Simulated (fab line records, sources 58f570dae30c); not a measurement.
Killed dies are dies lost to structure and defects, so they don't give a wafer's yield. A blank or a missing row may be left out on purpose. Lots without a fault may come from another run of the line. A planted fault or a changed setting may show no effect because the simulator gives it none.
Chamber matching | flow berkeley_cmos170 | UCB170_PWELL_ETCH_14 on rie_diel-03: 4 sister chambers
The step etches Si3N4 in CH3F/Ar/O2, stops on SiO2, target depth 242 nm, time 151 s. 4 wafers are shown with their chamber, then 6 later ones without.

WAFERS WITH THEIR CHAMBER
wafer  | chamber | throttle_valve_pct (%)
L112.1 | 0       | 8.16
L115.1 | 2       | 8.20
L119.1 | 3       | 7.99
L119.3 | 1       | 8.25

WAFERS WITHOUT THEIR CHAMBER
wafer  | throttle_valve_pct (%)
L119.5 | 7.97
L124.1 | 8.22
L124.4 | 7.97
L126.3 | 8.20
L126.4 | 7.98
L126.5 | 8.24

WHICH CHAMBER EACH WENT THROUGH
wafer  | from the rows above     | in truth
L119.5 | 3                       | 3
L124.1 | can't be placed: 2 or 1 | 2
L124.4 | 3                       | 3
L126.3 | 2                       | 2
L126.4 | 3                       | 3
L126.5 | can't be placed: 1 or 2 | 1
Placed correctly: 4 of 6. Can't be placed from these rows: 2 (the true chamber is among the candidates in 2). Placed wrongly: 0.
How it was worked out, from the rows above alone: a wafer's distance from a chamber is the root of the sum, over the readings, of the square of ((its reading less the chamber's mean) divided by the reading's scatter). The wafer belongs to the nearest chamber; if the next one is less than 2 further off, it can't be placed. A chamber's mean is the mean of its shown wafers. The scatter: with one shown wafer a chamber, the root of the mean of the squares of how far each hidden wafer lies from its nearest shown one.
